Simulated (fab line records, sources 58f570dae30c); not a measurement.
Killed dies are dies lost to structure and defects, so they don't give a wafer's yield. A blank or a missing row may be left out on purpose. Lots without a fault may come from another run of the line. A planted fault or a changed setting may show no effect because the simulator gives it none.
fab line records | flow berkeley_cmos170
record lots=5 wafers=23
route steps=331 shown PLDD@146 NLDD@167 NSD@191 BACKSIDE@199 SILICIDE@211 CONTACT@220 M1@250 V1@256 M2@289
start_h: hours from the record's first day to the start of the lot's first wafer shown | wait_h: hours since the lot's step before | " the same as in the row above | L1.1+2: a row that stands for several wafers | - no value, or no start given | * or withheld: withheld | < > ~ a bound
route shown NAME@n: a module of which the file shows steps, and the number in the route of the first | usual: mean/standard deviation of fault-free wafers | same: alike in all rows | chamber/n: place in a boat | sites: the reading at each site | _std_site: their standard deviation | _edge_site: outer sites' mean less inner sites' | radius_mm: how far each site lies from the wafer's centre | mask NAME#n: copy n | behind: the tool/chamber that last shaped the wafer | hold: why the lot was held/for how many hours/how that ended | device: the transistor (n, p or np) that didn't switch | end of line: the same wafers' tests at the end of the route | a step without rows: its recipe alone | killed: dies lost to structure and defects at the first sort, not the wafer's yield | map: a wafer's dies, x killed, . not, _ none there
set.NAME: the setting as run; set.NAME@STEP: as run at that earlier step | model.NAME: the simulator's own value behind a step, which no gauge read
lots whose settings were changed on purpose; a table a step, a row a wafer
## steps
# step UCB170_PLDD_COAT_01
# recipe resist=KrF spin_rpm=1500 resist_thk_nm=900
# columns lot.wafer tool chamber start_h wait_h set.resist_thk_nm model.KrF_of_PLDD_COAT_01.thk_nm
L074.1 litho_track-02 0 155.69 0.1 944.3 947
L074.2 " 0 " " 900 900.9
L074.4 " 0 " " 900 899.8
L074.5 " 0 " " 944.3 944.8
L074.6 " 0 " " 944.3 942.1
L079.2 litho_track-02 0 173.65 0.1 900 900.7
L079.5 " 0 " " 900 902.3
L079.6 " 0 " " 900 902.2
L077.1 litho_track-01 0 173.80 0.1 900 900.1
L077.2 " 0 " " 900 899.7
L077.4 " 0 " " 900 896.1
L077.5 " 0 " " 863.3 864.9
L077.6 " 0 " " 863.3 862.8
L083.1 litho_track-03 0 202.30 0.1 950.4 952.5
L083.2 " 0 " " 900 900.8
L083.3 " 0 " " 950.4 954.2
L083.4 " 0 " " 900 902.8
L083.5 " 0 " " 950.4 951.5
L082.2 litho_track-01 0 202.53 0.1 900 899.4
L082.3 " 0 " " 935.8 937.5
L082.4 " 0 " " 900 897.9
L082.5 " 0 " " 935.8 934.8
L082.6 " 0 " " 900 902
# step UCB170_PLDD_SOFTBAKE_02
# recipe resist=KrF temp_c=130 time_s=60
# step UCB170_PLDD_EXPOSE_03
# recipe mask_id=PSELECT na=0.5 sigma_outer=0.6 source_shape=conventional target_cd_nm=1200 dose_mj=30
# step UCB170_PLDD_IMPLANT_08
# recipe species=BF2 dose_cm2=5e+13 energy_kev=10 tilt_deg=7 rotation_deg=0
# step UCB170_PLDD_IMPLANT_09
# recipe species=BF2 dose_cm2=5e+13 energy_kev=10 tilt_deg=7 rotation_deg=180
# step UCB170_PLDD_STRIP_10
# recipe chemistry=O2 power_w=400 pressure_mtorr=3500 platen_temp_c=withheld o2_flow_sccm=400 overash_fraction=0.4537
# usual strip_time_to_endpoint_s=21.64/0.052
# columns lot.wafer tool chamber start_h wait_h set.resist_thk_nm@PLDD_COAT_01 strip_time_to_endpoint_s
L074.1 plasma_asher-04 1 157.06 0.1 944.3 22.76
L074.2 " 0 " " 900 21.65
L074.4 " 1 " " 900 21.62
L074.5 " 1 " " 944.3 22.72
L074.6 " 0 " " 944.3 22.63
L079.2 plasma_asher-04 1 174.83 0.1 900 21.65
L079.5 " 1 " " 900 21.69
L079.6 " 0 " " 900 21.67
L077.1 plasma_asher-02 1 175.11 0.1 900 21.62
L077.2 " 0 " " 900 21.63
L077.4 " 0 " " 900 21.53
L077.5 " 0 " " 863.3 20.78
L077.6 " 1 " " 863.3 20.73
L083.1 plasma_asher-01 1 203.54 0.1 950.4 22.91
L083.2 " 0 " " 900 21.66
L083.3 " 1 " " 950.4 22.91
L083.4 " 0 " " 900 21.70
L083.5 " 0 " " 950.4 22.86
L082.2 plasma_asher-02 1 204.26 0.1 900 21.63
L082.3 " 0 " " 935.8 22.53
L082.4 " 1 " " 900 21.58
L082.5 " 1 " " 935.8 22.46
L082.6 " 0 " " 900 21.68
# step UCB170_NLDD_IMPLANT_09
# recipe species=As dose_cm2=5e+13 energy_kev=30 tilt_deg=7 rotation_deg=180
# columns lot.wafer tool chamber start_h wait_h set.dose_cm2
L074.1+2+4+5+6 implanter-01 0 159.09 0.1 5e+13
L079.2+5+6 implanter-02 0 177.07 0.1 5e+13
L077.1+2 implanter-03 0 177.17 0.1 5e+13
L077.4+5+6 " 0 " " 5.288e+13
L083.1+5 implanter-02 0 206.10 0.1 5e+13
L083.2+3+4 " 0 " " 5.249e+13
L082.2+3+4 implanter-01 0 206.40 0.1 5e+13
L082.5+6 " 0 " " 5.326e+13
# step UCB170_NSD_PEB_04
# recipe peb_temp_c=130 peb_time_s=withheld resist=KrF
# columns lot.wafer tool chamber start_h wait_h set.peb_temp_c
L074.1+6 litho_track-01 0 167.09 0.1 131.2
L074.2+4+5 " 0 " " 130
L079.2+5+6 litho_track-01 0 187.99 0.4 130
L077.1+4+5 litho_track-04 0 188.22 0.5 130
L077.2+6 " 0 " " 131.5
L083.1+2+4 litho_track-04 0 219.27 0.4 127
L083.3+5 " 0 " " 130
L082.2+3 litho_track-01 0 219.32 0.1 133.4
L082.4+5+6 " 0 " " 130
# step UCB170_NSD_DEVELOP_05
# recipe developer=TMAH develop_time_s=45 resist=KrF dev_temp_c=21
# step UCB170_NSD_CD_MEAS_06
# recipe target_cd_nm=1200
# usual cd_nm=1200.5/1.3
# columns lot.wafer tool chamber start_h wait_h set.peb_temp_c@NSD_PEB_04 cd_nm
L074.1 cd_sem-02 - 167.37 - 131.2 1207.1
L074.2 " - " " 130 1200.2
L074.4 " - " " 130 1200.4
L074.5 " - " " 130 1201.1
L074.6 " - " " 131.2 1206.8
L079.2 cd_sem-02 - 188.26 - 130 1197.7
L079.5 " - " " 130 1199.2
L079.6 " - " " 130 1198.8
L077.1 cd_sem-02 - 188.50 - 130 1200.7
L077.2 " - " " 131.5 1210.9
L077.4 " - " " 130 1199.7
L077.5 " - " " 130 1200.7
L077.6 " - " " 131.5 1208.8
L083.1 cd_sem-02 - 219.54 - 127 1177.3
L083.2 " - " " 127 1177.0
L083.3 " - " " 130 1200.8
L083.4 " - " " 127 1178.8
L083.5 " - " " 130 1202.3
L082.2 cd_sem-02 - 219.68 - 133.4 1220.3
L082.3 " - " " 133.4 1220.6
L082.4 " - " " 130 1200.8
L082.5 " - " " 130 1200.3
L082.6 " - " " 130 1200.9
# step UCB170_BACKSIDE_HMDS_00
# recipe prime_time_s=60 prime_temp_c=100
# columns lot.wafer tool chamber start_h wait_h set.prime_time_s
L074.1+2+4+5+6 litho_track-01 0 168.03 0.0 60
L079.2+5+6 litho_track-01 0 188.90 0.0 60
L077.1+2+4+5+6 litho_track-02 0 189.25 0.1 60
L083.1+2+3 litho_track-02 0 221.88 0.0 60
L083.4+5 " 0 " " 54.28
L082.2+3+4+5+6 litho_track-03 0 222.12 0.2 60
# step UCB170_BACKSIDE_COAT_01
# recipe resist=KrF spin_rpm=1500 resist_thk_nm=900
# step UCB170_BACKSIDE_SOFTBAKE_02
# recipe resist=KrF temp_c=130 time_s=60
# step UCB170_SDANNEAL_RS_MEAS_05
# recipe thk_meas_gauge=four-point-probe
# usual NLDD_RS=615.3/1.7
# columns lot.wafer tool chamber start_h wait_h set.dose_cm2@NLDD_IMPLANT_09 NLDD_RS[ohm/sq]
L074.1 film_metro-02 - 169.24 0.1 5e+13 613.8
L074.2 " - " " 5e+13 613.4
L074.4 " - " " 5e+13 615.7
L074.5 " - " " 5e+13 613.3
L074.6 " - " " 5e+13 613.4
L079.2 film_metro-02 - 190.13 0.1 5e+13 615.0
L079.5 " - " " 5e+13 615.9
L079.6 " - " " 5e+13 615.1
L077.1 film_metro-03 - 190.46 0.1 5e+13 617.3
L077.2 " - " " 5e+13 616.0
L077.4 " - " " 5.288e+13 605.9
L077.5 " - " " 5.288e+13 605.0
L077.6 " - " " 5.288e+13 603.9
L083.1 film_metro-03 - 223.09 0.1 5e+13 616.0
L083.2 " - " " 5.249e+13 607.5
L083.3 " - " " 5.249e+13 606.2
L083.4 " - " " 5.249e+13 605.7
L083.5 " - " " 5e+13 615.4
L082.2 film_metro-02 - 223.32 0.1 5e+13 612.7
L082.3 " - " " 5e+13 611.6
L082.4 " - " " 5e+13 612.7
L082.5 " - " " 5.326e+13 598.6
L082.6 " - " " 5.326e+13 599.6
# step UCB170_SILICIDE_SPUTTER_01
# recipe material=Ti target_thk_nm=30 time_s=25 power_w=1500 chamber_pressure_pa=0.5
# columns lot.wafer tool chamber start_h wait_h set.chamber_pressure_pa model.Ti_of_SILICIDE_SPUTTER_01.thk_nm
L074.1 pvd_sputter-04 - 169.43 0.0 0.5635 29.6
L074.2 " - " " 0.5635 29.62
L074.4 " - " " 0.5635 29.53
L074.5 " - " " 0.5635 29.68
L074.6 " - " " 0.5635 29.74
L079.2 pvd_sputter-02 - 190.30 0.0 0.5 29.93
L079.5 " - " " 0.5 30.14
L079.6 " - " " 0.5 30.21
L077.1 pvd_sputter-04 - 190.65 0.0 0.4377 30.42
L077.2 " - " " 0.4377 30.46
L077.4 " - " " 0.4377 30.57
L077.5 " - " " 0.4377 30.49
L077.6 " - " " 0.4377 30.48
L083.1 pvd_sputter-02 - 223.28 0.0 0.5197 29.76
L083.2 " - " " 0.5197 29.9
L083.3 " - " " 0.5197 29.46
L083.4 " - " " 0.5197 29.59
L083.5 " - " " 0.5197 29.34
L082.2+4 pvd_sputter-04 - 223.49 0.0 0.441 31.25
L082.3 " - " " 0.441 31.03
L082.5 " - " " 0.441 31.29
L082.6 " - " " 0.441 31.11
# step UCB170_CONTACT_COAT_04
# recipe resist=KrF spin_rpm=1500 resist_thk_nm=900
# columns lot.wafer tool chamber start_h wait_h set.spin_rpm model.KrF_of_CONTACT_COAT_04.thk_nm
L074.1 litho_track-04 0 173.00 0.1 1500 902.5
L074.2 " 0 " " 1429 924.6
L074.4 " 0 " " 1429 921.5
L074.5 " 0 " " 1500 900.3
L074.6 " 0 " " 1429 924.3
L077.1+6 litho_track-04 0 194.21 0.1 1471 903.6
L077.2+5 " 0 " " 1500 894.2
L077.4 " 0 " " 1471 902.8
L079.2 litho_track-02 0 194.41 0.1 1500 897.7
L079.5 " 0 " " 1500 895.4
L079.6 " 0 " " 1500 898.9
L083.1 litho_track-04 0 226.84 0.1 1500 900.3
L083.2 " 0 " " 1597 871.8
L083.3 " 0 " " 1500 900.5
L083.4 " 0 " " 1500 899.6
L083.5 " 0 " " 1597 872.1
L082.2 litho_track-02 0 227.13 0.1 1500 897.9
L082.3+5 " 0 " " 1500 901.2
L082.4 " 0 " " 1500 900.3
L082.6 " 0 " " 1500 898.2
# step UCB170_CONTACT_SOFTBAKE_05
# recipe resist=KrF temp_c=130 time_s=60
# step UCB170_CONTACT_STRIP_06
# recipe chemistry=O2 power_w=400 pressure_mtorr=3500 platen_temp_c=withheld o2_flow_sccm=400 overash_fraction=0.5
# usual strip_time_to_endpoint_s=21.98/0.074
# columns lot.wafer tool chamber start_h wait_h set.spin_rpm@CONTACT_COAT_04 strip_time_to_endpoint_s
L074.1 plasma_asher-01 1 173.30 0.1 1500 22.04
L074.2 " 0 " " 1429 22.57
L074.4 " 1 " " 1429 22.48
L074.5 " 1 " " 1500 21.98
L074.6 " 0 " " 1429 22.54
L077.1 plasma_asher-04 1 194.51 0.1 1471 22.04
L077.2 " 0 " " 1500 21.84
L077.4 " 0 " " 1471 22.03
L077.5 " 1 " " 1500 21.82
L077.6 " 0 " " 1471 22.04
L079.2 plasma_asher-03 1 194.68 0.1 1500 21.93
L079.5 " 0 " " 1500 21.85
L079.6 " 1 " " 1500 21.95
L083.1 plasma_asher-01 1 227.14 0.1 1500 21.98
L083.2 " 0 " " 1597 21.30
L083.3 " 0 " " 1500 21.99
L083.4 " 1 " " 1500 21.96
L083.5 " 0 " " 1597 21.29
L082.2 plasma_asher-04 0 227.41 0.1 1500 21.92
L082.3 " 1 " " 1500 22.00
L082.4 " 0 " " 1500 21.96
L082.5 " 0 " " 1500 21.99
L082.6 " 1 " " 1500 21.92
# step UCB170_CONTACT_ETCH_18
# recipe chemistry=CHF3/CF4/Ar target=PSG stop_on=TiSi2 CHF3_flow_sccm=45 cf4_flow_sccm=15 Ar_flow_sccm=150 pressure_mtorr=200 rf_w=700 target_depth_a=8400 over_etch_frac=0.2 time_s=195
# columns lot.wafer tool chamber start_h wait_h set.time_s model.KrF_of_CONTACT_COAT_10.thk_nm
L074.1 rie_diel-02 1 - - 195 693.2
L074.2 " 3 " " 195 694.7
L074.4 " 0 " " 195 696.7
L074.5 " 1 " " 195 692.4
L074.6 " 2 " " 195 696
L077.1 rie_diel-02 3 - - 195 691
L077.2 " 2 " " 195 693.7
L077.4 " 0 " " 195 691.7
L077.5 " 0 " " 195 692.7
L077.6 " 1 " " 195 688.2
L079.2 rie_diel-01 1 - - 195 689.4
L079.5+6 " 2,3 " " 195 693.8
L083.1 rie_diel-02 0 - - 195 696.6
L083.2 " 3 " " 210.8 679.9
L083.3 " 2 " " 195 693.4
L083.4 " 1 " " 210.8 681.6
L083.5 " 0 " " 210.8 679.7
L082.2 rie_diel-02 0 - - 195 689.7
L082.3 " 2 " " 178 711.3
L082.4 " 3 " " 195 692.7
L082.5 " 1 " " 178 709.4
L082.6 " 0 " " 195 693.2
# step UCB170_M1_METAL_ETCH_12
# recipe chemistry=Cl2/BCl3 target=Al stop_on=PSG pressure_mtorr=12 target_depth_a=7800 over_etch_frac=0.3 time_s=130 icp_w=600 bias_w=120 Cl2_flow_sccm=90 bcl3_flow_sccm=45
# columns lot.wafer tool chamber start_h wait_h set.icp_w model.KrF_of_M1_COAT_04.thk_nm
L074.1 rie_metal-02 0 177.21 - 655.7 403.8
L074.2 " 1 " " 600 422.8
L074.4 " 1 " " 655.7 386.6
L074.5 " 1 " " 655.7 386.5
L074.6 " 0 " " 600 447.8
L077.1 rie_metal-02 0 198.67 - 600 438.5
L077.2 " 0 " " 544.9 473.2
L077.4 " 0 " " 600 440.5
L077.5 " 0 " " 544.9 472.8
L077.6 " 0 " " 544.9 479.8
L079.2 rie_metal-04 1 199.03 - 600 431.9
L079.5 " 1 " " 600 432
L079.6 " 1 " " 600 431
L083.1 rie_metal-02 1 232.24 - 540.3 470.1
L083.2 " 0 " " 600 445.7
L083.3 " 1 " " 540.3 473.8
L083.4 " 0 " " 600 444.6
L083.5 " 0 " " 540.3 480.6
L082.2 rie_metal-03 0 232.64 - 532.8 483.3
L082.3 " 0 " " 600 436.2
L082.4 " 1 " " 532.8 483.9
L082.5 " 1 " " 600 440.3
L082.6 " 0 " " 600 439
# step UCB170_V1_CMP_02
# recipe material=SiO2 down_force_psi=6 platen_rpm=60 pad_velocity_m_s=0.75398
# columns lot.wafer tool chamber start_h wait_h set.leave_above_ref_nm model.SiO2_of_V1_CVD_00.thk_nm
L074.2 cmp-02 1 179.61 0.0 1025 1025
L074.4+6 " 3,1 " " 1000 1000
L074.1 " 0 " " 1025 1026
L074.5 " 2 " " 1000 1001
L077.4 cmp-01 3 200.76 0.1 1000 1001
L077.2 " 0 " " 1000 1000
L077.1 " 1 " " 1000 998.3
L077.5 " 2 " " 1019 1018
L077.6 " 3 " " 1019 1017
L079.2+6+5 cmp-01 0,3,0 202.09 0.1 1000 1000
L083.3 cmp-01 2 234.23 0.0 965.2 964.9
L083.4 " 3 " " 1000 1000
L083.2 " 0 " " 965.2 965.3
L083.1 " 1 " " 1000 999.3
L083.5 " 3 " " 965.2 963.5
L082.2 cmp-01 1 235.91 0.3 1000 997.9
L082.4+3+5 " 2,3,1 " " 1045 1044
L082.6 " 0 " " 1000 999.4
# step UCB170_V1_THK_MEAS_04
# recipe reads=SiO2_of_V1_CVD_00
# usual V1_POLISHED_THK=999.7/0.93
# columns lot.wafer tool chamber start_h wait_h set.leave_above_ref_nm@V1_CMP_02 V1_POLISHED_THK[nm]
L074.1 film_metro-03 - 180.03 0.1 1025 1026.1
L074.2 " - " " 1025 1024.9
L074.4 " - " " 1000 999.9
L074.5 " - " " 1000 1001.8
L074.6 " - " " 1000 999.5
L077.1 film_metro-04 - 201.13 0.1 1000 997.5
L077.2 " - " " 1000 1000.0
L077.4 " - " " 1000 1000.8
L077.5 " - " " 1019 1018.4
L077.6 " - " " 1019 1017.6
L079.2 film_metro-03 - 202.47 0.1 1000 1000.6
L079.5 " - " " 1000 1000.3
L079.6 " - " " 1000 1000.2
L083.1 film_metro-01 - 234.65 0.1 1000 999.3
L083.2 " - " " 965.2 965.1
L083.3 " - " " 965.2 965.0
L083.4 " - " " 1000 1000.6
L083.5 " - " " 965.2 964.0
L082.2 film_metro-03 - 236.29 0.1 1000 999.1
L082.3 " - " " 1045 1044.3
L082.4 " - " " 1045 1042.9
L082.5 " - " " 1045 1043.9
L082.6 " - " " 1000 999.6
# step UCB170_V1_ETCH_14
# recipe chemistry=CHF3/CF4/Ar target=SiO2 stop_on=Al CHF3_flow_sccm=45 cf4_flow_sccm=15 Ar_flow_sccm=150 pressure_mtorr=200 rf_w=700 target_depth_a=12500 over_etch_frac=0.25 time_s=291
# columns lot.wafer tool chamber start_h wait_h set.time_s set.leave_above_ref_nm@V1_CMP_02 model.V1.feature_depth_nm model.etch.depth_nm model.KrF_of_V1_COAT_07.thk_nm
L074.1 rie_diel-03 0 182.66 0.0 260.7 1025 1026 1026 631.1
L074.2 " 3 " " 291 1025 1026 1025 601.4
L074.4 " 1 " " 291 1000 1000 1000 604.5
L074.5 " 0 " " 260.7 1000 1001 1001 630.6
L074.6 " 3 " " 260.7 1000 1000 1000 634.5
L077.1 rie_diel-03 0 202.70 0.0 291 1000 998.3 998.3 605.7
L077.2 " 1 " " 302 1000 1002 1000 598.5
L077.4 " 3 " " 302 1000 1002 1001 593.9
L077.5 " 0 " " 302 1019 1019 1018 594.1
L077.6 " 1 " " 291 1019 1017 1017 607.8
L079.2 rie_diel-01 1 204.96 0.0 291 1000 1000 1000 610.2
L079.5 " 1 " " 291 1000 1000 1000 609.9
L079.6 " 0 " " 291 1000 1000 1000 612.2
L083.1 rie_diel-02 3 236.66 0.0 291 1000 999.3 999.3 611.7
L083.2 " 1 " " 291 965.2 965.3 965.3 607
L083.3 " 2 " " 248 965.2 964.9 964.9 647.7
L083.4 " 0 " " 291 1000 1000 1000 613
L083.5 " 0 " " 248 965.2 963.5 963.5 652.1
L082.2 rie_diel-03 3 239.83 0.0 319.1 1000 1001 997.9 580.1
L082.3 " 0 " " 291 1045 1044 1044 602.5
L082.4 " 2 " " 291 1045 1044 1044 604.3
L082.5 " 3 " " 319.1 1045 1047 1044 577.1
L082.6 " 0 " " 291 1000 999.4 999.4 602.4
# step UCB170_V1_STRIP_15
# recipe chemistry=O2 power_w=400 pressure_mtorr=3500 platen_temp_c=withheld o2_flow_sccm=400 overash_fraction=0.5
# usual strip_time_to_endpoint_s=15.31/0.12
# columns lot.wafer tool chamber start_h wait_h set.time_s@V1_ETCH_14 strip_time_to_endpoint_s
L074.1 plasma_asher-02 0 182.83 0.1 260.7 15.80
L074.2 " 1 " " 291 15.11
L074.4 " 0 " " 291 15.18
L074.5 " 1 " " 260.7 15.79
L074.6 " 0 " " 260.7 15.88
L077.1 plasma_asher-01 1 202.88 0.1 291 15.22
L077.2 " 0 " " 302 15.05
L077.4 " 1 " " 302 14.93
L077.5 " 0 " " 302 14.94
L077.6 " 1 " " 291 15.25
L079.2 plasma_asher-02 1 205.14 0.1 291 15.33
L079.5 " 1 " " 291 15.32
L079.6 " 0 " " 291 15.36
L083.1 plasma_asher-01 0 236.84 0.1 291 15.36
L083.2 " 1 " " 291 15.24
L083.3 " 1 " " 248 16.12
L083.4 " 0 " " 291 15.38
L083.5 " 0 " " 248 16.24
L082.2 plasma_asher-02 1 240.01 0.1 319.1 14.61
L082.3 " 1 " " 291 15.13
L082.4 " 0 " " 291 15.17
L082.5 " 0 " " 319.1 14.54
L082.6 " 1 " " 291 15.15
# step UCB170_M2_METAL_ETCH_18
# recipe chemistry=Cl2/BCl3 target=Al stop_on=SiO2 pressure_mtorr=12 target_depth_a=11700 over_etch_frac=0.3 time_s=195 icp_w=600 bias_w=120 Cl2_flow_sccm=90 bcl3_flow_sccm=45
# columns lot.wafer tool chamber start_h wait_h set.over_etch_frac set.leave_above_ref_nm@V1_CMP_02 model.SiO2_of_V1_CVD_00.thk_nm
L074.1 rie_metal-04 0 185.53 - 0.3 1025 963.6
L074.2 " 1 " " 0.3 1025 962.9
L074.4 " 0 " " 0.3 1000 938.2
L074.5 " 1 " " 0.3 1000 938.1
L074.6 " 0 " " 0.3 1000 937.8
L077.1 rie_metal-01 0 206.17 - 0.3 1000 936.3
L077.2 " 1 " " 0.3 1000 939.9
L077.4 " 1 " " 0.3 1000 940.2
L077.5 " 0 " " 0.3 1019 955.9
L077.6 " 1 " " 0.3 1019 956.6
L079.2 rie_metal-04 1 207.92 - 0.3 1000 937.4
L079.5 " 1 " " 0.3 1000 937.1
L079.6 " 0 " " 0.3 1000 938.4
L083.1 rie_metal-01 0 239.78 - 0.3 1000 936.4
L083.2 " 1 " " 0.3 965.2 904.8
L083.3 " 1 " " 0.2274 965.2 907.2
L083.4 " 0 " " 0.2274 1000 940.6
L083.5 " 0 " " 0.2274 965.2 904
L082.2 rie_metal-04 1 243.03 - 0.3 1000 935.2
L082.3 " 1 " " 0.3 1045 981.2
L082.4 " 0 " " 0.3 1045 981.1
L082.5 " 1 " " 0.3 1045 981.6
L082.6 " 0 " " 0.3 1000 937.5
## key
split step=UCB170_PLDD_COAT_01 setting=resist_thk_nm stated=900 by=wafer
response step=UCB170_PLDD_COAT_01 reading=model.KrF_of_PLDD_COAT_01.thk_nm change=+8.97 per=1% r=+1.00
response step=UCB170_PLDD_STRIP_10 reading=strip_time_to_endpoint_s change=* per=1% r=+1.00
split step=UCB170_NLDD_IMPLANT_09 setting=dose_cm2 stated=5e+13 by=wafer
response step=UCB170_SDANNEAL_RS_MEAS_05 reading=NLDD_RS change=-1.99 per=1% r=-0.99
split step=UCB170_NSD_PEB_04 setting=peb_temp_c stated=130 by=wafer
response step=UCB170_NSD_CD_MEAS_06 reading=cd_nm change=+8.63 per=1% r=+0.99
split step=UCB170_BACKSIDE_HMDS_00 setting=prime_time_s stated=60 by=wafer
response none clear
split step=UCB170_SILICIDE_SPUTTER_01 setting=chamber_pressure_pa stated=0.5 by=lot
response step=UCB170_SILICIDE_SPUTTER_01 reading=model.Ti_of_SILICIDE_SPUTTER_01.thk_nm change=-0.0536 per=1% r=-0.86
split step=UCB170_CONTACT_COAT_04 setting=spin_rpm stated=1500 by=wafer
response step=UCB170_CONTACT_COAT_04 reading=model.KrF_of_CONTACT_COAT_04.thk_nm change=-4.48 per=1% r=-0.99
response step=UCB170_CONTACT_STRIP_06 reading=strip_time_to_endpoint_s change=* per=1% r=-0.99
split step=UCB170_CONTACT_ETCH_18 setting=time_s stated=195 by=wafer
response step=UCB170_CONTACT_ETCH_18 reading=model.KrF_of_CONTACT_COAT_10.thk_nm change=-1.97 per=1% r=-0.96
split step=UCB170_M1_METAL_ETCH_12 setting=icp_w stated=600 by=wafer
response step=UCB170_M1_METAL_ETCH_12 reading=model.KrF_of_M1_COAT_04.thk_nm change=-3.87 per=1% r=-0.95
split step=UCB170_V1_CMP_02 setting=leave_above_ref_nm stated=1000 by=wafer
response step=UCB170_V1_CMP_02 reading=model.SiO2_of_V1_CVD_00.thk_nm change=+10 per=1% r=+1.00
response step=UCB170_V1_THK_MEAS_04 reading=V1_POLISHED_THK change=+9.96 per=1% r=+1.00
response step=UCB170_V1_ETCH_14 reading=model.V1.feature_depth_nm change=+9.97 per=1% r=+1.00
response step=UCB170_V1_ETCH_14 reading=model.etch.depth_nm change=+10 per=1% r=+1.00
response step=UCB170_M2_METAL_ETCH_18 reading=model.SiO2_of_V1_CVD_00.thk_nm change=+9.81 per=1% r=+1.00
split step=UCB170_V1_ETCH_14 setting=time_s stated=291 by=wafer
response step=UCB170_V1_ETCH_14 reading=model.KrF_of_V1_COAT_07.thk_nm change=-2.68 per=1% r=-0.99
response step=UCB170_V1_STRIP_15 reading=strip_time_to_endpoint_s change=* per=1% r=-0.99
split step=UCB170_M2_METAL_ETCH_18 setting=over_etch_frac stated=0.3 by=wafer
response none clear
